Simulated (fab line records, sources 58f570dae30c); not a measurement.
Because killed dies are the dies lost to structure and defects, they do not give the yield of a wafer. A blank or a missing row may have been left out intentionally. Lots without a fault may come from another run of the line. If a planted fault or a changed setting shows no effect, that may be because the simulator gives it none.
Which of the tools did it? || flow berkeley_cmos170 || 15 lots with 45 wafers sampled at 5 steps, on a route of 331 steps

== WHAT EACH GAUGE READ, for each wafer ==
UCB170_GATE_THK_MEAS_02.
{"lot": "L409", "measured": "day 5 14:57", "on": "film_metro-04", "GATE_OXIDE_THK (nm)": "6.44 6.37 6.22"}
{"lot": "L410", "measured": "day 5 23:40", "on": "film_metro-02", "GATE_OXIDE_THK (nm)": "6.58 6.64 6.72"}
{"lot": "L411", "measured": "day 6 07:44", "on": "film_metro-02", "GATE_OXIDE_THK (nm)": "6.35 6.27 6.50"}
{"lot": "L413", "measured": "day 6 19:34", "on": "film_metro-04", "GATE_OXIDE_THK (nm)": "6.63 6.57 6.63"}
{"lot": "L414", "measured": "day 6 19:35", "on": "film_metro-03", "GATE_OXIDE_THK (nm)": "6.72 6.57 6.60"}
{"lot": "L418", "measured": "day 7 11:46", "on": "film_metro-02", "GATE_OXIDE_THK (nm)": "6.57 6.37 6.43"}
{"lot": "L416", "measured": "day 7 11:46", "on": "film_metro-03", "GATE_OXIDE_THK (nm)": "6.56 6.37 6.44"}
{"lot": "L415", "measured": "day 7 11:46", "on": "film_metro-04", "GATE_OXIDE_THK (nm)": "6.45 6.54 6.45"}
{"lot": "L419", "measured": "day 7 20:18", "on": "film_metro-03", "GATE_OXIDE_THK (nm)": "0.89 0.73 0.80 0.94 0.80 0.77"}
{"lot": "L420", "measured": "day 8 06:00", "on": "film_metro-03", "GATE_OXIDE_THK (nm)": "0.88 0.98 1.00 0.92 0.98 1.03"}
{"lot": "L421", "measured": "day 8 06:01", "on": "film_metro-02", "GATE_OXIDE_THK (nm)": "0.90 0.80 1.03 0.96 0.88 1.08"}
{"lot": "L428", "measured": "day 9 11:51", "on": "film_metro-03", "GATE_OXIDE_THK (nm)": "6.51 6.66 6.45"}
{"lot": "L427", "measured": "day 9 11:51", "on": "film_metro-02", "GATE_OXIDE_THK (nm)": "6.62 6.66 6.63"}
{"lot": "L429", "measured": "day 9 11:51", "on": "film_metro-04", "GATE_OXIDE_THK (nm)": "6.54 6.60 6.61"}
{"lot": "L432", "measured": "day 10 10:38", "on": "film_metro-02", "GATE_OXIDE_THK (nm)": "6.65 6.68 6.72"}

UCB170_PLDD_OVL_MEAS_07.
{"lot": "L409", "measured": "day 6 01:46", "on": "overlay-02", "PLDD_OVL (nm)": "3 -4 -7"}
{"lot": "L410", "measured": "day 6 08:02", "on": "overlay-02", "PLDD_OVL (nm)": "-14 4 -11"}
{"lot": "L411", "measured": "day 6 16:38", "on": "overlay-02", "PLDD_OVL (nm)": "4 -8 11"}
{"lot": "L413", "measured": "day 7 05:37", "on": "overlay-01", "PLDD_OVL (nm)": "-12 -7 -10"}
{"lot": "L414", "measured": "day 7 05:52", "on": "overlay-02", "PLDD_OVL (nm)": "5 -10 -8"}
{"lot": "L418", "measured": "day 7 22:18", "on": "overlay-01", "PLDD_OVL (nm)": "5 9 4"}
{"lot": "L416", "measured": "day 7 22:05", "on": "overlay-02", "PLDD_OVL (nm)": "-7 -4 -14"}
{"lot": "L415", "measured": "day 7 21:40", "on": "overlay-01", "PLDD_OVL (nm)": "-15 -7 3"}
{"lot": "L419", "measured": "day 8 05:12", "on": "overlay-02", "PLDD_OVL (nm)": "8 9 -2"}
{"lot": "L420", "measured": "day 8 18:14", "on": "overlay-02", "PLDD_OVL (nm)": "0 6 8"}
{"lot": "L421", "measured": "day 8 17:58", "on": "overlay-02", "PLDD_OVL (nm)": "14 -7 2"}
{"lot": "L428", "measured": "day 9 19:41", "on": "overlay-01", "PLDD_OVL (nm)": "-17 -8 -6"}
{"lot": "L427", "measured": "day 9 19:47", "on": "overlay-01", "PLDD_OVL (nm)": "1 7 -4"}
{"lot": "L429", "measured": "day 9 19:35", "on": "overlay-01", "PLDD_OVL (nm)": "-13 -7 -15"}
{"lot": "L432", "measured": "day 10 18:47", "on": "overlay-02", "PLDD_OVL (nm)": "2 2 6"}

UCB170_CONTACT_CD_MEAS_15: target cd 700 nm.
{"lot": "L409", "measured": "day 6 19:45", "on": "cd_sem-01", "cd_nm (nm)": "699.7 698.9 698.8"}
{"lot": "L410", "measured": "day 6 23:56", "on": "cd_sem-01", "cd_nm (nm)": "700.1 700.6 700.0"}
{"lot": "L411", "measured": "day 7 16:23", "on": "cd_sem-01", "cd_nm (nm)": "701.7 701.5 701.6"}
{"lot": "L413", "measured": "day 8 00:06", "on": "cd_sem-01", "cd_nm (nm)": "700.4 701.2 701.8"}
{"lot": "L414", "measured": "day 8 01:37", "on": "cd_sem-01", "cd_nm (nm)": "700.2 700.3 699.8"}
{"lot": "L418", "measured": "day 8 16:07", "on": "cd_sem-02", "cd_nm (nm)": "699.2 698.5 697.9"}
{"lot": "L416", "measured": "day 8 15:37", "on": "cd_sem-01", "cd_nm (nm)": "699.0 700.6 700.4"}
{"lot": "L415", "measured": "day 8 13:47", "on": "cd_sem-01", "cd_nm (nm)": "699.9 699.7 700.2"}
{"lot": "L419", "measured": "day 9 01:04", "on": "cd_sem-02", "cd_nm (nm)": "700.7 699.9 700.3"}
{"lot": "L420", "measured": "day 9 12:58", "on": "cd_sem-02", "cd_nm (nm)": "699.5 698.3 698.9"}
{"lot": "L421", "measured": "day 9 13:16", "on": "cd_sem-01", "cd_nm (nm)": "700.6 699.4 699.0"}
{"lot": "L428", "measured": "day 10 19:08", "on": "cd_sem-02", "cd_nm (nm)": "699.3 700.3 701.2"}
{"lot": "L427", "measured": "day 10 18:45", "on": "cd_sem-01", "cd_nm (nm)": "700.8 700.4 701.2"}
{"lot": "L429", "measured": "day 10 18:08", "on": "cd_sem-02", "cd_nm (nm)": "698.0 699.4 698.9"}
{"lot": "L432", "measured": "day 11 11:53", "on": "cd_sem-02", "cd_nm (nm)": "699.4 699.9 699.7"}

== WHICH TOOL RAN EACH LOT (tool, then ch and the chambers of the sampled wafers, then the start) ==
{"lot": "L409", "UCB170_PWELL_STRIP_16": "plasma_asher-02 ch 0,1, day 2 23:22", "UCB170_GATE_OXIDATION_01": "furnace-04 ch 0, day 5 13:27"}
{"lot": "L410", "UCB170_PWELL_STRIP_16": "plasma_asher-02 ch 0,1, day 3 07:10", "UCB170_GATE_OXIDATION_01": "furnace-02 ch 0, day 5 22:10"}
{"lot": "L411", "UCB170_PWELL_STRIP_16": "plasma_asher-02 ch 0,1, day 3 14:22", "UCB170_GATE_OXIDATION_01": "furnace-04 ch 0, day 6 06:14"}
{"lot": "L413", "UCB170_PWELL_STRIP_16": "plasma_asher-02 ch 0,1, day 4 01:06", "UCB170_GATE_OXIDATION_01": "furnace-02 ch 0, day 6 18:04"}
{"lot": "L414", "UCB170_PWELL_STRIP_16": "plasma_asher-03 ch 0,1, day 4 07:01", "UCB170_GATE_OXIDATION_01": "furnace-02 ch 0, day 6 18:04"}
{"lot": "L418", "UCB170_PWELL_STRIP_16": "plasma_asher-03 ch 0,1, day 4 15:46", "UCB170_GATE_OXIDATION_01": "furnace-04 ch 0, day 7 10:16"}
{"lot": "L416", "UCB170_PWELL_STRIP_16": "plasma_asher-02 ch 1, day 4 15:56", "UCB170_GATE_OXIDATION_01": "furnace-04 ch 0, day 7 10:16"}
{"lot": "L415", "UCB170_PWELL_STRIP_16": "plasma_asher-01 ch 0,1, day 4 16:02", "UCB170_GATE_OXIDATION_01": "furnace-04 ch 0, day 7 10:16"}
{"lot": "L419", "UCB170_PWELL_STRIP_16": "plasma_asher-01 ch 0,1, day 5 00:43", "UCB170_GATE_OXIDATION_01": "furnace-04 ch 0, day 7 18:48"}
{"lot": "L420", "UCB170_PWELL_STRIP_16": "plasma_asher-02 ch 0,1, day 5 12:46", "UCB170_GATE_OXIDATION_01": "furnace-04 ch 0, day 8 04:30"}
{"lot": "L421", "UCB170_PWELL_STRIP_16": "plasma_asher-02 ch 0,1, day 5 13:02", "UCB170_GATE_OXIDATION_01": "furnace-04 ch 0, day 8 04:30"}
{"lot": "L428", "UCB170_PWELL_STRIP_16": "plasma_asher-02 ch 0, day 6 23:42", "UCB170_GATE_OXIDATION_01": "furnace-02 ch 0, day 9 10:20"}
{"lot": "L427", "UCB170_PWELL_STRIP_16": "plasma_asher-02 ch 0,1, day 7 03:20", "UCB170_GATE_OXIDATION_01": "furnace-02 ch 0, day 9 10:20"}
{"lot": "L429", "UCB170_PWELL_STRIP_16": "plasma_asher-01 ch 0,1, day 7 03:33", "UCB170_GATE_OXIDATION_01": "furnace-02 ch 0, day 9 10:20"}
{"lot": "L432", "UCB170_PWELL_STRIP_16": "plasma_asher-02 ch 0,1, day 7 18:39", "UCB170_GATE_OXIDATION_01": "furnace-03 ch 0, day 10 09:08"}
- UCB170_PWELL_STRIP_16: strips in O2.
- UCB170_GATE_OXIDATION_01: target thk 6.6 nm, ox time 1800 s.

== WHAT THE TOOLS THEMSELVES READ (means of the sampled wafers that have a number; where no wafer has one, the mark that the record gives instead) ==
UCB170_PWELL_STRIP_16.
{"lot": "L409", "tool": "plasma_asher-02", "drypump_motor_current_A (A)": 6.0, "oes_product_au (a.u.)": 0.718, "strip_time_to_endpoint_s (s)": 18.08}
{"lot": "L410", "tool": "plasma_asher-02", "drypump_motor_current_A (A)": 5.9, "oes_product_au (a.u.)": 0.718, "strip_time_to_endpoint_s (s)": 18.01}
{"lot": "L411", "tool": "plasma_asher-02", "drypump_motor_current_A (A)": 5.9, "oes_product_au (a.u.)": 0.722, "strip_time_to_endpoint_s (s)": 18.10}
{"lot": "L413", "tool": "plasma_asher-02", "drypump_motor_current_A (A)": 5.9, "oes_product_au (a.u.)": 0.727, "strip_time_to_endpoint_s (s)": 18.16}
{"lot": "L414", "tool": "plasma_asher-03", "drypump_motor_current_A (A)": 5.6, "oes_product_au (a.u.)": 0.726, "strip_time_to_endpoint_s (s)": 18.11}
{"lot": "L418", "tool": "plasma_asher-03", "drypump_motor_current_A (A)": 5.4, "oes_product_au (a.u.)": 0.725, "strip_time_to_endpoint_s (s)": 18.04}
{"lot": "L416", "tool": "plasma_asher-02", "drypump_motor_current_A (A)": 6.0, "oes_product_au (a.u.)": 0.726, "strip_time_to_endpoint_s (s)": 18.04}
{"lot": "L415", "tool": "plasma_asher-01", "drypump_motor_current_A (A)": 5.6, "oes_product_au (a.u.)": 0.724, "strip_time_to_endpoint_s (s)": 18.07}
{"lot": "L419", "tool": "plasma_asher-01", "drypump_motor_current_A (A)": 5.5, "oes_product_au (a.u.)": 0.722, "strip_time_to_endpoint_s (s)": 18.13}
{"lot": "L420", "tool": "plasma_asher-02", "drypump_motor_current_A (A)": 6.0, "oes_product_au (a.u.)": 0.726, "strip_time_to_endpoint_s (s)": 18.03}
{"lot": "L421", "tool": "plasma_asher-02", "drypump_motor_current_A (A)": 5.9, "oes_product_au (a.u.)": 0.715, "strip_time_to_endpoint_s (s)": 18.00}
{"lot": "L428", "tool": "plasma_asher-02", "drypump_motor_current_A (A)": 5.9, "oes_product_au (a.u.)": 0.715, "strip_time_to_endpoint_s (s)": 18.13}
{"lot": "L427", "tool": "plasma_asher-02", "drypump_motor_current_A (A)": 5.9, "oes_product_au (a.u.)": 0.720, "strip_time_to_endpoint_s (s)": 18.11}
{"lot": "L429", "tool": "plasma_asher-01", "drypump_motor_current_A (A)": 5.6, "oes_product_au (a.u.)": 0.719, "strip_time_to_endpoint_s (s)": 18.09}
{"lot": "L432", "tool": "plasma_asher-02", "drypump_motor_current_A (A)": 6.0, "oes_product_au (a.u.)": 0.723, "strip_time_to_endpoint_s (s)": 18.21}

UCB170_GATE_OXIDATION_01.
{"lot": "L409", "tool": "furnace-04", "spike_tc_centre_C (C)": 853.0, "spike_tc_load_C (C)": 875.6, "spike_tc_source_C (C)": 875.8, "tube_center_temp_C (C)": 850, "tube_center_temp_C_max": 852.0, "zone_power_centre_pct (%)": 37.8, "zone_power_load_pct (%)": 23.8, "zone_power_source_pct (%)": 24.6}
{"lot": "L410", "tool": "furnace-02", "spike_tc_centre_C (C)": 851.8, "spike_tc_load_C (C)": 872.1, "spike_tc_source_C (C)": 870.4, "tube_center_temp_C (C)": 850, "tube_center_temp_C_max": 852.5, "zone_power_centre_pct (%)": 42.4, "zone_power_load_pct (%)": 19.4, "zone_power_source_pct (%)": 19.7}
{"lot": "L411", "tool": "furnace-04", "spike_tc_centre_C (C)": 852.3, "spike_tc_load_C (C)": 876.8, "spike_tc_source_C (C)": 876.5, "tube_center_temp_C (C)": 850, "tube_center_temp_C_max": 852.4, "zone_power_centre_pct (%)": 37.4, "zone_power_load_pct (%)": 23.7, "zone_power_source_pct (%)": 24.5}
{"lot": "L413", "tool": "furnace-02", "spike_tc_centre_C (C)": 851.2, "spike_tc_load_C (C)": 871.7, "spike_tc_source_C (C)": 869.8, "tube_center_temp_C (C)": 850, "tube_center_temp_C_max": 852.0, "zone_power_centre_pct (%)": 42.4, "zone_power_load_pct (%)": 19.3, "zone_power_source_pct (%)": 19.9}
{"lot": "L414", "tool": "furnace-02", "spike_tc_centre_C (C)": 851.7, "spike_tc_load_C (C)": 872.3, "spike_tc_source_C (C)": 869.7, "tube_center_temp_C (C)": 850, "tube_center_temp_C_max": 852.0, "zone_power_centre_pct (%)": 42.1, "zone_power_load_pct (%)": 19.3, "zone_power_source_pct (%)": 19.7}
{"lot": "L418", "tool": "furnace-04", "spike_tc_centre_C (C)": 853.4, "spike_tc_load_C (C)": 877.3, "spike_tc_source_C (C)": 874.3, "tube_center_temp_C (C)": 850, "tube_center_temp_C_max": 852.6, "zone_power_centre_pct (%)": 37.9, "zone_power_load_pct (%)": 23.8, "zone_power_source_pct (%)": 24.3}
{"lot": "L416", "tool": "furnace-04", "spike_tc_centre_C (C)": 853.6, "spike_tc_load_C (C)": 877.4, "spike_tc_source_C (C)": 874.6, "tube_center_temp_C (C)": 850, "tube_center_temp_C_max": 852.3, "zone_power_centre_pct (%)": 37.5, "zone_power_load_pct (%)": 23.8, "zone_power_source_pct (%)": 24.1}
{"lot": "L415", "tool": "furnace-04", "spike_tc_centre_C (C)": 855.0, "spike_tc_load_C (C)": 877.0, "spike_tc_source_C (C)": 876.2, "tube_center_temp_C (C)": 850, "tube_center_temp_C_max": 852.3, "zone_power_centre_pct (%)": 37.8, "zone_power_load_pct (%)": 23.8, "zone_power_source_pct (%)": 24.5}
{"lot": "L419", "tool": "furnace-04", "spike_tc_centre_C (C)": 728.1, "spike_tc_load_C (C)": 749.8, "spike_tc_source_C (C)": 748.8, "tube_center_temp_C (C)": 725, "tube_center_temp_C_max": 727.1, "zone_power_centre_pct (%)": 31.5, "zone_power_load_pct (%)": 17.0, "zone_power_source_pct (%)": 17.3}
{"lot": "L420", "tool": "furnace-04", "spike_tc_centre_C (C)": 728.5, "spike_tc_load_C (C)": 751.4, "spike_tc_source_C (C)": 748.6, "tube_center_temp_C (C)": 725, "tube_center_temp_C_max": 727.7, "zone_power_centre_pct (%)": 31.4, "zone_power_load_pct (%)": 16.9, "zone_power_source_pct (%)": 17.6}
{"lot": "L421", "tool": "furnace-04", "spike_tc_centre_C (C)": 726.8, "spike_tc_load_C (C)": 749.8, "spike_tc_source_C (C)": 749.5, "tube_center_temp_C (C)": 725, "tube_center_temp_C_max": 727.1, "zone_power_centre_pct (%)": 31.4, "zone_power_load_pct (%)": 16.9, "zone_power_source_pct (%)": 17.6}
{"lot": "L428", "tool": "furnace-02", "spike_tc_centre_C (C)": 852.1, "spike_tc_load_C (C)": 871.0, "spike_tc_source_C (C)": 870.6, "tube_center_temp_C (C)": 850, "tube_center_temp_C_max": 851.8, "zone_power_centre_pct (%)": 42.7, "zone_power_load_pct (%)": 19.4, "zone_power_source_pct (%)": 19.8}
{"lot": "L427", "tool": "furnace-02", "spike_tc_centre_C (C)": 852.0, "spike_tc_load_C (C)": 871.2, "spike_tc_source_C (C)": 869.9, "tube_center_temp_C (C)": 850, "tube_center_temp_C_max": 851.9, "zone_power_centre_pct (%)": 42.4, "zone_power_load_pct (%)": 19.5, "zone_power_source_pct (%)": 19.9}
{"lot": "L429", "tool": "furnace-02", "spike_tc_centre_C (C)": 851.8, "spike_tc_load_C (C)": 872.3, "spike_tc_source_C (C)": 870.2, "tube_center_temp_C (C)": 850, "tube_center_temp_C_max": 852.2, "zone_power_centre_pct (%)": 42.1, "zone_power_load_pct (%)": 19.4, "zone_power_source_pct (%)": 19.8}
{"lot": "L432", "tool": "furnace-03", "spike_tc_centre_C (C)": 853.4, "spike_tc_load_C (C)": 868.8, "spike_tc_source_C (C)": 871.2, "tube_center_temp_C (C)": 850, "tube_center_temp_C_max": 852.8, "zone_power_centre_pct (%)": 38.1, "zone_power_load_pct (%)": 22.0, "zone_power_source_pct (%)": 20.1}

== THE ANSWER, worked out from the rows above alone ==
Rule: the usual values come from the lots themselves. The widest of any qualifying gaps counts: lots, ordered by their means at a reading, are off when they make up no more than a third of the lots, leave a main group of 4 or more, and stand apart from it by 3 or more times the standard deviation of that group's means. If all means in a main group match to the digits the tables above print for the reading, that group is not used. Also off: a lot with no number at a reading for which 4 or more lots have one. Any other lot the step has rows for is counted as sound. First the gauges in route order, then the tools' own readings, where a lot's mean is used as printed above. The first step at which some lot is off is used, and at that step the reading that is off furthest; a lot without a number counts as furthest.
Off: L419, L420, L421, at UCB170_GATE_THK_MEAS_02 (GATE_OXIDE_THK). Main group: mean 6.54 nm, sd 0.11.
If a tool, at a process step before that reading, ran all the lots that are off and no sound lot after the first of them, it fits. Not tried: the gauges at UCB170_GATE_THK_MEAS_02; whatever is off there is also off at UCB170_GATE_OXIDATION_01, on other tools, and gauge error can't account for it. One fits: furnace-04 at UCB170_GATE_OXIDATION_01. Its last sound lot is L415 (day 7 10:16), its first lot that is off L419 (day 7 18:48): a fault that began between those two fits.
The tool's own readings at UCB170_GATE_OXIDATION_01 bear it out: on the lots that are off they differ by more than 5 times the standard deviation of the sound lots' means. spike_tc_centre_C reads 727.8 C there against 852.6 C on the sound lots; spike_tc_load_C reads 750.3 C there against 873.6 C on the sound lots; spike_tc_source_C reads 749.0 C there against 872.4 C on the sound lots; tube_center_temp_C reads 725 C there against 850 C on the sound lots; tube_center_temp_C_max reads 727.3 there against 852.2 on the sound lots.

== WHAT WAS PUT IN BY THE SIMULATOR ==
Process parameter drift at UCB170_GATE_OXIDATION_01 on furnace-04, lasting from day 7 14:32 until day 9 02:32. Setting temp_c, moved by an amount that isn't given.
Lots struck among those shown: L419, L420, L421. This agrees with what the rule above found.
